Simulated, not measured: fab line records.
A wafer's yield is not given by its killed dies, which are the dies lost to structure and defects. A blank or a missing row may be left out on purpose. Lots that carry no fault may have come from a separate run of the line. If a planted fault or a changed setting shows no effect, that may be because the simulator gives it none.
fab line records    flow berkeley-cmos170
record: lots: 7  wafers: 21  last-day: 10
route steps=331 shown M2@282 V2@292
lots that met no fault: taken from a fault-free run of the same line
start-h: the number of hours between the record's first day and the start of the first shown wafer of the lot    wait-h: time in hours since the lot's previous step    " as in the row above    L1.1+2: one row covering several wafers at once    - value missing, or start not given    * or withheld: withheld    < > ~ a bound
route shown NAME@n: names a module that has steps shown in the file, with the first one's number in the route    usual: mean/standard deviation taken from wafers without a fault    same: alike in all rows    chamber/n: place in a boat    sites: per-site readings    _std_site: standard deviation of those values    _edge_site: outer sites' mean less inner sites'    radius-mm: how far each site lies from the wafer's centre    mask NAME#n: copy n    behind: the last tool/chamber to shape the wafer    hold: reason for holding the lot/hours on hold/outcome of the hold    device: transistor that didn't switch, given as n, p or np    end of line: the same wafers' tests at the end of the route    a step with no rows: only its recipe    killed: not the wafer's yield, but the dies lost to structure and defects at the first sort    map: a wafer's dies, x killed, . not, _ none there
set.NAME: the run value of the setting; set.NAME@STEP: its run value at that earlier step    model.NAME: the simulator's own value behind a step, which no gauge read
lots at selected steps of the route; one table per step, one row per wafer
services: a tool's chamber out of use, with start hour (start-h, from the record's first day; less than 0 if before it), hours out, and reason
== steps ==
step: UCB170_M2_SOFTBAKE_11
recipe: resist: KrF  temp-c: 130  time-s: 60
step: UCB170_M2_EXPOSE_12
recipe: mask-id: METAL2  target-cd-nm: 700  na: 0.5  sigma-outer: 0.6  source-shape: conventional  dose-mj: 26
step: UCB170_M2_PEB_13
recipe: peb-temp-c: 130  peb-time-s: withheld  resist: KrF
step: UCB170_M2_DEVELOP_14
recipe: developer: TMAH  develop-time-s: 45  resist: KrF  dev-temp-c: 21
step: UCB170_M2_CD_MEAS_15
recipe: target-cd-nm: 700
usual: cd-nm: 700.2/1.3
lot.wafer  tool       chamber  start-h  wait-h  cd-nm
L674.3     cd-sem-02  -        168.50   -       699.2
L674.4     "          -        "        "       701.0
L674.6     "          -        "        "       699.7
L684.2     cd-sem-01  -        209.06   -       700.4
L684.4     "          -        "        "       701.4
L684.5     "          -        "        "       698.7
L685.2     cd-sem-02  -        209.16   -       700.2
L685.3     "          -        "        "       701.7
L685.6     "          -        "        "       701.5
L683.1     cd-sem-01  -        209.18   -       701.1
L683.3     "          -        "        "       702.9
L683.5     "          -        "        "       700.4
L682.3     cd-sem-02  -        209.42   -       701.3
L682.4     "          -        "        "       702.0
L682.6     "          -        "        "       701.8
L686.2     cd-sem-01  -        209.47   -       699.2
L686.3     "          -        "        "       699.9
L686.5     "          -        "        "       699.6
L688.1     cd-sem-01  -        228.62   -       699.6
L688.4     "          -        "        "       701.8
L688.6     "          -        "        "       700.8
step: UCB170_M2_OVL_MEAS_16
usual: M2_OVL: 0/6
lot.wafer  tool        chamber  start-h  wait-h  M2_OVL[nm]
L674.3     overlay-01  -        168.59   0.1     2
L674.4     "           -        "        "       13
L674.6     "           -        "        "       11
L684.2     overlay-01  -        209.17   0.1     4
L684.4     "           -        "        "       -6
L684.5     "           -        "        "       3
L685.2     overlay-02  -        209.27   0.1     -4
L685.3     "           -        "        "       0
L685.6     "           -        "        "       0
L683.1     overlay-01  -        209.30   0.1     -10
L683.3     "           -        "        "       -10
L683.5     "           -        "        "       -5
L682.3     overlay-02  -        209.51   0.1     4
L682.4     "           -        "        "       4
L682.6     "           -        "        "       6
L686.2     overlay-01  -        209.58   0.1     -5
L686.3     "           -        "        "       -7
L686.5     "           -        "        "       -8
L688.1     overlay-02  -        228.74   0.1     -4
L688.4     "           -        "        "       -7
L688.6     "           -        "        "       -4
step: UCB170_M2_ETCH_17
recipe: chemistry: N2/H2  target-depth-a: withheld  overetch-a: withheld  target: BARC  time-s: withheld  source-w: 500  bias-w: 100  pressure-mtorr: 30  n2-flow-sccm: 100  h2-flow-sccm: 200
usual: chamber-pressure-mTorr: 29.998/0.029  drypump-motor-current-A: 5.4/0.44  oes-product-au: 1.006/0.024  throttle-valve-pct: 13.26/0.18
lot.wafer  tool         chamber  start-h  wait-h  chamber-pressure-mTorr  drypump-motor-current-A  oes-product-au  throttle-valve-pct
L674.3     rie-diel-04  0        168.61   0.0     30.009                  5.4                      0.982           13.47
L674.4     "            3        "        "       30.032                  4.8                      1.022           13.35
L674.6     "            0        "        "       29.989                  5.4                      0.989           13.48
L684.2     rie-diel-01  2        209.20   0.0     30.011                  5.1                      1.011           13.48
L684.4     "            0        "        "       29.981                  5.6                      0.990           13.45
L684.5     "            3        "        "       29.967                  6.0                      0.966           12.92
L685.2     rie-diel-04  3        209.30   0.0     30.030                  4.8                      1.012           13.35
L685.3     "            2        "        "       30.017                  5.7                      1.043           13.27
L685.6     "            0        "        "       30.026                  5.4                      1.003           13.49
L683.1     rie-diel-03  1        209.33   0.0     29.945                  5.4                      1.052           13.41
L683.3     "            0        "        "       30.015                  5.8                      1.004           13.28
L683.5     "            0        "        "       29.946                  5.8                      1.016           13.26
L682.3     rie-diel-01  2        209.54   0.0     29.961                  5.1                      1.022           13.47
L682.4     "            3        "        "       29.990                  6.0                      0.962           12.94
L682.6     "            1        "        "       29.943                  4.7                      0.958           13.01
L686.2     rie-diel-04  3        209.61   0.0     29.958                  4.8                      1.012           13.34
L686.3     "            0        "        "       29.950                  5.4                      0.980           13.47
L686.5     "            2        "        "       30.034                  5.7                      1.029           13.27
L688.1     rie-diel-03  2        228.78   0.0     29.941                  6.2                      0.995           13.11
L688.4     "            0        "        "       29.994                  5.8                      1.002           13.26
L688.6     "            1        "        "       29.958                  5.4                      1.031           13.41
step: UCB170_M2_METAL_ETCH_18
recipe: chemistry: Cl2/BCl3  target: Al  stop-on: SiO2  pressure-mtorr: 12  target-depth-a: 11700  over-etch-frac: 0.3  time-s: 195  icp-w: 600  bias-w: 120  Cl2_flow_sccm: 90  bcl3-flow-sccm: 45
usual: chamber-pressure-mTorr: 12.000/0.011  drypump-motor-current-A: 5.6/0.45  oes-product-au: 0.854/0.0091  throttle-valve-pct: 24.39/0.15
lot.wafer  tool          chamber  start-h  wait-h  chamber-pressure-mTorr  drypump-motor-current-A  oes-product-au  rf-hours-counter-h  throttle-valve-pct
L674.3     rie-metal-03  0        168.78   -       12.015                  5.7                      0.864           -                   24.32
L674.4     "             0        "        "       11.994                  5.8                      0.868           -                   24.32
L674.6     "             0        "        "       11.998                  5.7                      0.863           -                   24.32
L684.2     rie-metal-03  0        209.30   -       11.971                  5.8                      0.875           -                   24.31
L684.4     "             0        "        "       12.001                  5.8                      0.855           -                   24.31
L684.5     "             0        "        "       11.982                  5.8                      0.872           -                   24.33
L685.2     rie-metal-04  0        209.34   -       11.989                  6.0                      0.851           7.8                 24.31
L685.3     "             0        "        "       11.995                  6.0                      0.850           -                   24.33
L685.6     "             1        "        "       11.998                  5.2                      0.852           -                   24.49
L683.1     rie-metal-02  1        209.38   -       11.996                  4.7                      0.860           2.2                 24.24
L683.3     "             0        "        "       11.996                  5.8                      0.840           -                   24.70
L683.5     "             0        "        "       11.993                  5.8                      0.845           -                   24.69
L682.3     rie-metal-04  0        209.64   -       11.984                  6.0                      0.854           -                   24.31
L682.4     "             1        "        "       12.003                  5.1                      0.845           -                   24.48
L682.6     "             0        "        "       12.004                  6.0                      0.855           -                   24.32
L686.2     rie-metal-02  0        209.65   -       12.000                  5.8                      0.852           8.5                 24.69
L686.3     "             0        "        "       11.976                  5.8                      0.853           -                   24.69
L686.5     "             0        "        "       11.987                  5.8                      0.848           -                   24.70
L688.1     rie-metal-03  0        228.82   -       11.982                  5.7                      0.863           7.6                 24.32
L688.4     "             0        "        "       12.002                  5.7                      0.875           -                   24.31
L688.6     "             0        "        "       11.982                  5.8                      0.866           -                   24.32
step: UCB170_M2_STRIP_19
recipe: chemistry: O2  power-w: 400  pressure-mtorr: 3500  platen-temp-c: withheld  o2-flow-sccm: 400  overash-fraction: 0.5
usual: chamber-pressure-mTorr: 3500/3.1  drypump-motor-current-A: 5.4/0.42  oes-product-au: 0.543/0.023
lot.wafer  tool             chamber  start-h  wait-h  chamber-pressure-mTorr  drypump-motor-current-A  oes-product-au  rf-hours-counter-h
L674.3     plasma-asher-01  0        169.06   0.2     3500                    5.3                      0.513           -
L674.4     "                1        "        "       3503                    5.8                      0.510           -
L674.6     "                1        "        "       3496                    5.8                      0.506           -
L685.2     plasma-asher-03  1        209.53   0.1     3502                    5.4                      0.555           47
L685.3     "                1        "        "       3502                    5.4                      0.562           -
L685.6     "                1        "        "       3501                    5.4                      0.576           -
L683.1     plasma-asher-02  0        209.56   0.1     3500                    4.8                      0.564           51
L683.3     "                0        "        "       3502                    4.8                      0.557           -
L683.5     "                0        "        "       3495                    4.8                      0.559           -
L684.2     plasma-asher-01  1        209.61   0.2     3496                    5.8                      0.510           11
L684.4     "                0        "        "       3500                    5.3                      0.514           -
L684.5     "                0        "        "       3497                    5.3                      0.514           -
L682.3     plasma-asher-03  1        209.80   0.1     3499                    5.4                      0.544           -
L682.4     "                0        "        "       3502                    5.1                      0.573           -
L682.6     "                0        "        "       3502                    5.1                      0.558           -
L686.2     plasma-asher-02  1        209.84   0.1     3500                    6.0                      0.558           51
L686.3     "                0        "        "       3497                    4.8                      0.553           -
L686.5     "                1        "        "       3502                    6.0                      0.553           -
L688.1     plasma-asher-03  0        229.20   0.3     3497                    5.1                      0.507           50
L688.4     "                1        "        "       3498                    5.4                      0.520           -
L688.6     "                1        "        "       3498                    5.4                      0.507           -
step: UCB170_M2_CD_MEAS_90
recipe: target-cd-nm: 700
usual: cd-nm: 701/3.5
lot.wafer  tool       chamber  start-h  wait-h  cd-nm
L674.3     cd-sem-01  -        169.17   0.1     697
L674.4     "          -        "        "       695
L674.6     "          -        "        "       695
L685.2     cd-sem-02  -        209.65   0.1     703
L685.3     "          -        "        "       702
L685.6     "          -        "        "       708
L683.1     cd-sem-01  -        209.66   0.1     706
L683.3     "          -        "        "       702
L683.5     "          -        "        "       700
L684.2     cd-sem-02  -        209.77   0.1     697
L684.4     "          -        "        "       698
L684.5     "          -        "        "       694
L682.3     cd-sem-02  -        209.91   0.1     699
L682.4     "          -        "        "       705
L682.6     "          -        "        "       700
L686.2     cd-sem-01  -        209.96   0.1     700
L686.3     "          -        "        "       700
L686.5     "          -        "        "       702
L688.1     cd-sem-01  -        229.86   0.6     697
L688.4     "          -        "        "       703
L688.6     "          -        "        "       700
step: UCB170_V2_CVD_00
recipe: material: SiO2  target-thk-nm: 2000  temp-c: 390  precursor: TEOS/O2  time-s: 250  rf-w: 550  pressure-mtorr: 9000
usual: heater-power-w: 257/52
lot.wafer  tool      chamber  start-h  wait-h  heater-power-w
L674.3     pecvd-02  0        169.25   0.1     199
L674.4     "         1        "        "       278
L674.6     "         0        "        "       246
L685.2     pecvd-04  0        209.75   0.1     239
L685.3     "         2        "        "       233
L685.6     "         2        "        "       302
L683.1     pecvd-02  1        209.78   0.1     248
L683.3     "         0        "        "       191
L683.5     "         2        "        "       187
L684.2     pecvd-04  0        209.90   0.1     266
L684.4     "         0        "        "       196
L684.5     "         1        "        "       255
L682.3     pecvd-02  2        209.99   0.1     246
L682.4     "         0        "        "       169
L682.6     "         1        "        "       288
L686.2     pecvd-04  0        210.06   0.1     242
L686.3     "         2        "        "       260
L686.5     "         2        "        "       310
L688.1     pecvd-02  0        229.98   0.1     211
L688.4     "         1        "        "       290
L688.6     "         0        "        "       170
step: UCB170_V2_THK_MEAS_01
recipe: reads: SiO2_of_V2_CVD_00
usual: V2_TEOS_THK: 2001/24
lot.wafer  tool           chamber  start-h  wait-h  V2_TEOS_THK[nm]
L674.3     film-metro-02  -        169.42   0.1     2009
L674.4     "              -        "        "       2033
L674.6     "              -        "        "       2049
L685.2     film-metro-04  -        209.91   0.1     1945
L685.3     "              -        "        "       1920
L685.6     "              -        "        "       1974
L683.1     film-metro-03  -        209.94   0.1     1996
L683.3     "              -        "        "       1997
L683.5     "              -        "        "       2033
L684.2     film-metro-02  -        210.07   0.1     1978
L684.4     "              -        "        "       2000
L684.5     "              -        "        "       2009
L682.3     film-metro-04  -        210.16   0.1     1987
L682.4     "              -        "        "       2037
L682.6     "              -        "        "       2037
L686.2     film-metro-03  -        210.22   0.1     1994
L686.3     "              -        "        "       1981
L686.5     "              -        "        "       2031
L688.1     film-metro-03  -        230.13   0.1     1986
L688.4     "              -        "        "       2025
L688.6     "              -        "        "       2053
step: UCB170_V2_CMP_02
recipe: material: SiO2  down-force-psi: 6  platen-rpm: 60  pad-velocity-m-s: 0.75398
usual: edge-zone-pressure-frac: 0.999/0.0051  head-pressure-psi: 6.000/0.013  motor-current-A: 16.8/1.8
lot.wafer  tool    chamber  start-h  wait-h  edge-zone-pressure-frac  head-pressure-psi  motor-current-A  model.SiO2_of_V2_CVD_00.thk-nm
L674.3     cmp-01  0        169.51   0.1     1.001                    6.008              17.2             998.6
L674.4     "       2        "        "       0.990                    6.003              16.2             1000
L674.6     "       0        "        "       0.994                    6.020              16.8             999
L685.3     cmp-01  2        209.96   0.0     0.996                    6.010              16.3             999
L685.2     "       0        "        "       0.999                    5.994              15.8             998.6
L685.6     "       2        "        "       0.994                    6.007              17.7             1000
L683.1     cmp-02  0        210.00   0.1     -                        -                  -                1997
L683.3     "       2        "        "       -                        -                  -                1996
L683.5     "       0        "        "       -                        -                  -                2033
L682.4     cmp-02  2        210.30   0.1     -                        -                  -                2037
L682.3     "       0        "        "       -                        -                  -                1987
L682.6     "       2        "        "       -                        -                  -                2037
L684.4     cmp-01  3        210.36   0.3     -                        -                  -                2001
L684.2     "       0        "        "       -                        -                  -                1977
L684.5     "       1        "        "       -                        -                  -                2008
L686.2     cmp-01  0        210.61   0.4     0.993                    6.004              17.0             998.4
L686.3     "       2        "        "       0.995                    5.995              16.5             998.6
L686.5     "       3        "        "       1.007                    5.997              19.4             1001
L688.4     cmp-02  1        230.19   0.0     0.996                    6.015              19.2             998.4
L688.1     "       3        "        "       1.001                    5.990              16.5             999
L688.6     "       1        "        "       1.001                    6.006              18.5             999.3
step: UCB170_V2_BOW_MEAS_03
recipe: mode: bow
usual: V2_BOW: 36/8.4
lot.wafer  tool           chamber  start-h  wait-h  V2_BOW[um]
L674.3     film-metro-04  -        169.80   0.2     41
L674.4     "              -        "        "       24
L674.6     "              -        "        "       24
L685.2     film-metro-03  -        210.29   0.2     40
L685.3     "              -        "        "       39
L685.6     "              -        "        "       32
L683.1     film-metro-04  -        210.30   0.2     42
L683.3     "              -        "        "       66
L683.5     "              -        "        "       64
L684.2     film-metro-02  -        210.58   0.1     45
L684.4     "              -        "        "       61
L684.5     "              -        "        "       44
L682.3     film-metro-03  -        210.64   0.2     70
L682.4     "              -        "        "       85
L682.6     "              -        "        "       69
L686.2     film-metro-04  -        210.88   0.2     28
L686.3     "              -        "        "       20
L686.5     "              -        "        "       30
L688.1     film-metro-04  -        230.49   0.1     44
L688.4     "              -        "        "       24
L688.6     "              -        "        "       28
step: UCB170_V2_THK_MEAS_04
recipe: reads: SiO2_of_V2_CVD_00
usual: V2_POLISHED_THK: 999.9/1.3
lot.wafer  tool           chamber  start-h  wait-h  V2_POLISHED_THK[nm]
L674.3     film-metro-04  -        169.90   0.1     998.6
L674.4     "              -        "        "       999.5
L674.6     "              -        "        "       998.3
L685.2     film-metro-03  -        210.40   0.1     999.4
L685.3     "              -        "        "       998.5
L685.6     "              -        "        "       1000.0
L683.1     film-metro-04  -        210.42   0.1     1995.5
L683.3     "              -        "        "       1996.4
L683.5     "              -        "        "       2034.2
L684.2     film-metro-02  -        210.69   0.1     1976.9
L684.4     "              -        "        "       2001.5
L684.5     "              -        "        "       2009.3
L682.3     film-metro-03  -        210.74   0.1     1987.5
L682.4     "              -        "        "       2035.9
L682.6     "              -        "        "       2039.5
L686.2     film-metro-04  -        210.99   0.1     998.9
L686.3     "              -        "        "       998.2
L686.5     "              -        "        "       1001.5
L688.1     film-metro-04  -        230.61   0.1     998.9
L688.4     "              -        "        "       998.2
L688.6     "              -        "        "       999.6
step: UCB170_V2_CLEAN_05
recipe: chemistry: DIW
step: UCB170_V2_HMDS_06
recipe: prime-time-s: 60  prime-temp-c: 100
step: UCB170_V2_COAT_07
recipe: resist: KrF  spin-rpm: 1500  resist-thk-nm: 900
step: UCB170_V2_SOFTBAKE_08
recipe: resist: KrF  temp-c: 130  time-s: 60
step: UCB170_V2_EXPOSE_09
recipe: mask-id: VIA2  target-cd-nm: 700  na: 0.5  sigma-outer: 0.6  source-shape: conventional  dose-mj: 37
step: UCB170_V2_PEB_10
recipe: peb-temp-c: 130  peb-time-s: withheld  resist: KrF
step: UCB170_V2_DEVELOP_11
recipe: developer: TMAH  develop-time-s: 45  resist: KrF  dev-temp-c: 21
step: UCB170_V2_CD_MEAS_12
recipe: target-cd-nm: 700
usual: cd-nm: 699.9/1.1
lot.wafer  tool       chamber  start-h  wait-h  cd-nm
L674.3     cd-sem-02  -        172.30   -       701.5
L674.4     "          -        "        "       700.8
L674.6     "          -        "        "       701.2
L685.2     cd-sem-01  -        211.92   -       700.5
L685.3     "          -        "        "       700.1
L685.6     "          -        "        "       699.5
L683.1     cd-sem-02  -        211.98   -       699.7
L683.3     "          -        "        "       700.5
L683.5     "          -        "        "       700.0
L684.2     cd-sem-01  -        212.27   -       700.9
L684.4     "          -        "        "       701.0
L684.5     "          -        "        "       700.6
L682.3     cd-sem-02  -        212.67   -       700.7
L682.4     "          -        "        "       702.1
L682.6     "          -        "        "       702.0
L686.2     cd-sem-01  -        213.00   -       698.5
L686.3     "          -        "        "       699.9
L686.5     "          -        "        "       698.9
L688.1     cd-sem-01  -        231.90   -       698.3
L688.4     "          -        "        "       698.8
L688.6     "          -        "        "       698.4
step: UCB170_V2_OVL_MEAS_13
usual: V2_OVL: -1/5.4
lot.wafer  tool        chamber  start-h  wait-h  V2_OVL[nm]
L674.3     overlay-02  -        172.39   0.1     1
L674.4     "           -        "        "       1
L674.6     "           -        "        "       5
L685.2     overlay-01  -        212.03   0.1     -4
L685.3     "           -        "        "       -8
L685.6     "           -        "        "       5
L683.1     overlay-02  -        212.10   0.1     -7
L683.3     "           -        "        "       -4
L683.5     "           -        "        "       -7
L684.2     overlay-01  -        212.38   0.1     8
L684.4     "           -        "        "       -1
L684.5     "           -        "        "       -3
L682.3     overlay-01  -        212.76   0.1     7
L682.4     "           -        "        "       8
L682.6     "           -        "        "       1
L686.2     overlay-01  -        213.11   0.1     4
L686.3     "           -        "        "       7
L686.5     "           -        "        "       -5
L688.1     overlay-01  -        232.02   0.1     2
L688.4     "           -        "        "       0
L688.6     "           -        "        "       -5
step: UCB170_V2_ETCH_14
recipe: chemistry: CHF3/CF4/Ar  target: SiO2  stop-on: Al  CHF3_flow_sccm: 45  cf4-flow-sccm: 15  Ar_flow_sccm: 150  pressure-mtorr: 200  rf-w: 700  target-depth-a: 12500  over-etch-frac: 0.25  time-s: 291
usual: chamber-pressure-mTorr: 199.99/0.17  drypump-motor-current-A: 5.5/0.59  oes-product-au: 0.874/0.011  throttle-valve-pct: 6.94/0.11
lot.wafer  tool         chamber  start-h  wait-h  chamber-pressure-mTorr  drypump-motor-current-A  oes-product-au  rf-hours-counter-h  throttle-valve-pct  model.etch.depth-nm  model.V2.feature-depth-nm
L674.3     rie-diel-04  2        172.41   0.0     199.84                  5.7                      0.886           51                  6.94                998.6                998.6
L674.4     "            0        "        "       200.04                  5.4                      0.878           5                   7.05                1000                 1000
L674.6     "            3        "        "       199.89                  4.9                      0.864           -                   6.92                999                  999.6
L685.2     rie-diel-04  3        212.06   0.0     200.10                  4.8                      0.867           31                  6.90                998.6                999.2
L685.3     "            1        "        "       199.99                  5.4                      0.887           19                  6.88                999                  999.5
L685.6     "            1        "        "       200.00                  5.4                      0.892           -                   6.89                1000                 1001
L683.1     rie-diel-02  3        212.14   0.0     199.91                  6.4                      1.624           125                 7.01                1255                 1255
L683.3     "            0        "        "       199.75                  6.2                      1.639           33                  7.16                1255                 1255
L683.5     "            1        "        "       199.85                  4.7                      1.609           -                   6.94                1238                 1238
L684.2     rie-diel-01  0        212.41   0.0     200.22                  5.6                      1.626           140                 6.97                1238                 1238
L684.4     "            1        "        "       200.09                  4.6                      1.606           15                  6.87                1245                 1245
L684.5     "            3        "        "       199.99                  6.0                      1.599           -                   6.77                1249                 1249
L682.3     rie-diel-04  0        212.78   0.0     200.15                  5.4                      1.612           7                   7.11                1230                 1230
L682.4     "            2        "        "       200.02                  5.7                      1.667           53                  6.98                1248                 1248
L682.6     "            0        "        "       199.92                  5.4                      1.614           -                   7.12                1226                 1226
L686.2     rie-diel-02  3        213.14   0.0     199.99                  6.4                      0.860           125                 6.96                998.4                998.9
L686.3     "            0        "        "       199.85                  6.2                      0.870           34                  7.12                998.6                998.6
L686.5     "            1        "        "       199.90                  4.8                      0.878           -                   6.92                1001                 1001
L688.1     rie-diel-01  2        232.05   0.0     199.95                  5.1                      0.886           3                   7.05                999                  999.4
L688.4     "            0        "        "       200.05                  5.5                      0.882           141                 6.94                998.4                998.4
L688.6     "            1        "        "       199.73                  4.6                      0.871           -                   6.83                999.3                999.3
step: UCB170_V2_STRIP_15
recipe: chemistry: O2  power-w: 400  pressure-mtorr: 3500  platen-temp-c: withheld  o2-flow-sccm: 400  overash-fraction: 0.5
usual: chamber-pressure-mTorr: 3500/3.1  drypump-motor-current-A: 5.5/0.5  oes-product-au: 0.723/0.0047  strip-time-to-endpoint-s: 15.34/0.11
lot.wafer  tool             chamber  start-h  wait-h  chamber-pressure-mTorr  drypump-motor-current-A  oes-product-au  rf-hours-counter-h  strip-time-to-endpoint-s
L674.3     plasma-asher-02  0        172.62   0.1     3494                    4.8                      0.731           -                   15.40
L674.4     "                1        "        "       3496                    6.0                      0.724           -                   15.39
L674.6     "                0        "        "       3501                    4.8                      0.714           -                   15.32
L685.2     plasma-asher-04  0        212.24   0.1     3503                    5.4                      0.717           50                  15.38
L685.3     "                0        "        "       3503                    5.4                      0.722           -                   15.23
L685.6     "                0        "        "       3506                    5.4                      0.730           -                   15.28
L683.1     plasma-asher-03  0        212.31   0.1     3500                    5.1                      0.722           47                  15.28
L683.3     "                1        "        "       3499                    5.4                      0.717           -                   15.24
L683.5     "                1        "        "       3502                    5.4                      0.711           -                   15.40
L684.2     plasma-asher-02  0        212.59   0.1     3500                    4.8                      0.726           52                  15.32
L684.4     "                0        "        "       3494                    4.8                      0.724           -                   15.29
L684.5     "                1        "        "       3500                    6.0                      0.729           -                   15.32
L682.3     plasma-asher-04  1        213.00   0.1     3497                    6.2                      0.721           -                   15.46
L682.4     "                0        "        "       3501                    5.4                      0.723           -                   15.35
L682.6     "                0        "        "       3494                    5.4                      0.728           -                   15.44
L686.2     plasma-asher-03  1        213.31   0.1     3500                    5.4                      0.715           47                  15.25
L686.3     "                1        "        "       3496                    5.4                      0.723           -                   15.28
L686.5     "                0        "        "       3497                    5.1                      0.732           -                   15.49
L688.1     plasma-asher-02  0        232.23   0.1     3499                    4.8                      0.722           53                  15.16
L688.4     "                0        "        "       3495                    4.8                      0.732           -                   15.37
L688.6     "                1        "        "       3502                    6.0                      0.726           -                   15.39
== services ==
tool             chamber  start-h  hours  kind
plasma-asher-01  -        149.05   1.1    repair
rie-diel-01      2        151.58   -      clean
rie-diel-01      2        151.58   19.2   scheduled-down
rie-diel-01      2        151.58   19.2   vent-cycle
plasma-asher-02  -        153.43   1.5    repair
pecvd-02         -        156.74   0.6    repair
cmp-01           -        157.05   2.2    repair
cmp-02           -        164.08   1.0    repair
rie-diel-03      -        164.12   2.8    pm
rie-diel-01      0        164.97   5.3    repair
rie-metal-04     1        170.17   8.3    repair
rie-diel-03      2        175.44   14.5   repair
plasma-asher-04  -        177.67   3.6    repair
cmp-01           -        179.77   6.8    pm
rie-diel-02      2        187.91   -      clean
rie-diel-02      2        187.91   29.6   scheduled-down
rie-diel-02      2        187.91   29.6   vent-cycle
rie-diel-01      -        198.35   0.2    repair
pecvd-02         -        212.55   2.8    pm
plasma-asher-02  -        219.31   10.5   repair
plasma-asher-02  -        228.12   1.6    repair
rie-metal-03     0        231.53   7.1    repair
cmp-02           -        232.00   4.0    pm
== key ==
first-sign: step: UCB170_V2_CMP_02  reading: tool-record  direction: missing
effect: step: UCB170_V2_BOW_MEAS_03  reading: V2_BOW  direction: up  sigmas: 2.9  usual: 36  struck: 61  wafers-moved: 6
effect: step: UCB170_V2_THK_MEAS_04  reading: V2_POLISHED_THK  direction: up  sigmas: 99+  usual: 999.9  struck: 2008.5
effect: step: UCB170_V2_ETCH_14  reading: oes-product-au  direction: up  sigmas: 69  usual: 0.874  struck: 1.622
model-effect: step: UCB170_V2_CMP_02  value: SiO2_of_V2_CVD_00.thk-nm  without: 999.6  struck: 2008
model-effect: step: UCB170_V2_ETCH_14  value: etch.depth-nm  without: 999.6  struck: 1243
met-at UCB170_V2_CMP_02
struck-wafers L682.3,L682.4,L682.6,L683.1,L683.3,L683.5,L684.2,L684.4,L684.5
later-rows-left-out L682.3,L682.4,L682.6,L683.1,L683.3,L683.5,L684.2,L684.4,L684.5
sort-left-out L682.3,L682.4,L682.6,L683.1,L683.3,L683.5,L684.2,L684.4,L684.5
onset-between 209.96 210.00
fault: kind: skipped-step-whole  tool: cmp-01,cmp-02  chamber: -  onset-h: 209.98  steps: UCB170_V2_CMP_02  scope: struck-lots-only
sort-left-out: the simulated sort isn't trusted on such a fault, so these wafers' sort isn't shown, and their yield isn't known
later-rows-left-out: the simulator's readings of these wafers behind a module that went badly wrong aren't trusted and aren't shown, but for the sort
